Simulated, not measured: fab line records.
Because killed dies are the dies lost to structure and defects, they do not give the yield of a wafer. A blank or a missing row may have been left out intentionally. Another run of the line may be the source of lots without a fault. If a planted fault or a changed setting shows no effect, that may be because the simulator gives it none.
Commonality check across tools || flow berkeley cmos170 || 14 lots and 42 wafers in the sample

WHY THIS WAS OPENED
2 of 14 lots carry a flag on the reading WELLDRIVE_OXIDE_THK at UCB170_WELLDRIVE_THK_MEAS_02. Fault-free wafers read 199 nm, with a standard deviation of 3.9.
Rule: a lot gets a flag if all its wafers with a number sit over 4 standard deviations from that mean, or if no wafer of it has a number. As for the other lots, they are considered sound.

{"lot": "L634", "measured": "day 3 17:33", "on": "film metro-03", "WELLDRIVE_OXIDE_THK (nm), wafer by wafer": "197 198 202", "flag": ""}
{"lot": "L643", "measured": "day 5 12:43", "on": "film metro-03", "WELLDRIVE_OXIDE_THK (nm), wafer by wafer": "198 198 199", "flag": ""}
{"lot": "L644", "measured": "day 6 01:08", "on": "film metro-03", "WELLDRIVE_OXIDE_THK (nm), wafer by wafer": "120 121 121", "flag": "FLAGGED"}
{"lot": "L645", "measured": "day 6 01:08", "on": "film metro-04", "WELLDRIVE_OXIDE_THK (nm), wafer by wafer": "127 124 123", "flag": "FLAGGED"}
{"lot": "L646", "measured": "day 6 08:11", "on": "film metro-01", "WELLDRIVE_OXIDE_THK (nm), wafer by wafer": "189 187 189", "flag": ""}
{"lot": "L647", "measured": "day 6 08:12", "on": "film metro-04", "WELLDRIVE_OXIDE_THK (nm), wafer by wafer": "196 196 196", "flag": ""}
{"lot": "L648", "measured": "day 6 20:03", "on": "film metro-04", "WELLDRIVE_OXIDE_THK (nm), wafer by wafer": "198 199 197", "flag": ""}
{"lot": "L649", "measured": "day 7 02:07", "on": "film metro-01", "WELLDRIVE_OXIDE_THK (nm), wafer by wafer": "199 202 202", "flag": ""}
{"lot": "L651", "measured": "day 7 10:58", "on": "film metro-01", "WELLDRIVE_OXIDE_THK (nm), wafer by wafer": "197 198 199", "flag": ""}
{"lot": "L650", "measured": "day 7 17:13", "on": "film metro-04", "WELLDRIVE_OXIDE_THK (nm), wafer by wafer": "201 202 201", "flag": ""}
{"lot": "L653", "measured": "day 8 00:05", "on": "film metro-01", "WELLDRIVE_OXIDE_THK (nm), wafer by wafer": "204 198 202", "flag": ""}
{"lot": "L654", "measured": "day 8 00:05", "on": "film metro-03", "WELLDRIVE_OXIDE_THK (nm), wafer by wafer": "202 201 204", "flag": ""}
{"lot": "L657", "measured": "day 8 15:11", "on": "film metro-04", "WELLDRIVE_OXIDE_THK (nm), wafer by wafer": "201 202 199", "flag": ""}
{"lot": "L656", "measured": "day 8 15:17", "on": "film metro-01", "WELLDRIVE_OXIDE_THK (nm), wafer by wafer": "198 196 200", "flag": ""}
On average the flagged lots' numbers are 123 nm, which is -76 nm against the usual, or -20 standard deviations.

LOT BY LOT: THE TOOL USED
The record holds 1 process step before the reading, out of a route of 331 steps. Read each cell as the tool, then ch plus the chambers that the sampled wafers visited, then the start.
{"lot": "L634", "flag": "", "UCB170_WELLDRIVE_OXIDATION_01": "furnace-04 ch 0, day 3 14:03"}
{"lot": "L643", "flag": "", "UCB170_WELLDRIVE_OXIDATION_01": "furnace-04 ch 0, day 5 09:12"}
{"lot": "L644", "flag": "FLAGGED", "UCB170_WELLDRIVE_OXIDATION_01": "furnace-04 ch 0, day 5 21:37"}
{"lot": "L645", "flag": "FLAGGED", "UCB170_WELLDRIVE_OXIDATION_01": "furnace-04 ch 0, day 5 21:37"}
{"lot": "L646", "flag": "", "UCB170_WELLDRIVE_OXIDATION_01": "furnace-02 ch 0, day 6 04:41"}
{"lot": "L647", "flag": "", "UCB170_WELLDRIVE_OXIDATION_01": "furnace-02 ch 0, day 6 04:41"}
{"lot": "L648", "flag": "", "UCB170_WELLDRIVE_OXIDATION_01": "furnace-02 ch 0, day 6 16:32"}
{"lot": "L649", "flag": "", "UCB170_WELLDRIVE_OXIDATION_01": "furnace-02 ch 0, day 6 22:37"}
{"lot": "L651", "flag": "", "UCB170_WELLDRIVE_OXIDATION_01": "furnace-02 ch 0, day 7 07:28"}
{"lot": "L650", "flag": "", "UCB170_WELLDRIVE_OXIDATION_01": "furnace-02 ch 0, day 7 13:43"}
{"lot": "L653", "flag": "", "UCB170_WELLDRIVE_OXIDATION_01": "furnace-01 ch 0, day 7 20:35"}
{"lot": "L654", "flag": "", "UCB170_WELLDRIVE_OXIDATION_01": "furnace-01 ch 0, day 7 20:35"}
{"lot": "L657", "flag": "", "UCB170_WELLDRIVE_OXIDATION_01": "furnace-01 ch 0, day 8 11:41"}
{"lot": "L656", "flag": "", "UCB170_WELLDRIVE_OXIDATION_01": "furnace-01 ch 0, day 8 11:41"}
What these steps do:
- UCB170_WELLDRIVE_OXIDATION_01: target thk 199 nm, ox time 9000 s.
- UCB170_WELLDRIVE_THK_MEAS_02

FLAGGED AGAINST TOTAL, ONE TOOL AT A TIME (gauges that did the reading follow at the end)
{"step": "UCB170_WELLDRIVE_OXIDATION_01", "tool": "furnace-01", "lots run": 4, "flagged": 0, "share of the flagged lots": "none", "sound lots run after its first flagged lot": "-"}
{"step": "UCB170_WELLDRIVE_OXIDATION_01", "tool": "furnace-02", "lots run": 6, "flagged": 0, "share of the flagged lots": "none", "sound lots run after its first flagged lot": "-"}
{"step": "UCB170_WELLDRIVE_OXIDATION_01", "tool": "furnace-04", "lots run": 4, "flagged": 2, "share of the flagged lots": "all", "sound lots run after its first flagged lot": 0}
{"step": "UCB170_WELLDRIVE_THK_MEAS_02", "tool": "film metro-01", "lots run": 5, "flagged": 0, "share of the flagged lots": "none", "sound lots run after its first flagged lot": "-"}
{"step": "UCB170_WELLDRIVE_THK_MEAS_02", "tool": "film metro-03", "lots run": 4, "flagged": 1, "share of the flagged lots": "some", "sound lots run after its first flagged lot": "1 (L654)"}
{"step": "UCB170_WELLDRIVE_THK_MEAS_02", "tool": "film metro-04", "lots run": 5, "flagged": 1, "share of the flagged lots": "some", "sound lots run after its first flagged lot": "4 (L647,L648,L650,L657)"}

THE TABLE: WHAT IT ALLOWS
All flagged lots share 1 row of the table, namely furnace-04 at UCB170_WELLDRIVE_OXIDATION_01.
- furnace-04 at UCB170_WELLDRIVE_OXIDATION_01: 2 of its 4 lots flagged. A fault beginning between L643 (day 5 09:12), its last sound lot, and L644 (day 5 21:37), its first flagged one, fits the data.
One tool is left: furnace-04 at UCB170_WELLDRIVE_OXIDATION_01.

WHAT THE SIMULATOR HAD INSERTED
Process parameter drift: furnace-04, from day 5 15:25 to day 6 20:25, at UCB170_WELLDRIVE_OXIDATION_01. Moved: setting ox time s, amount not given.
Shown lots that were struck: L644, L645. This agrees with what the rule above found.
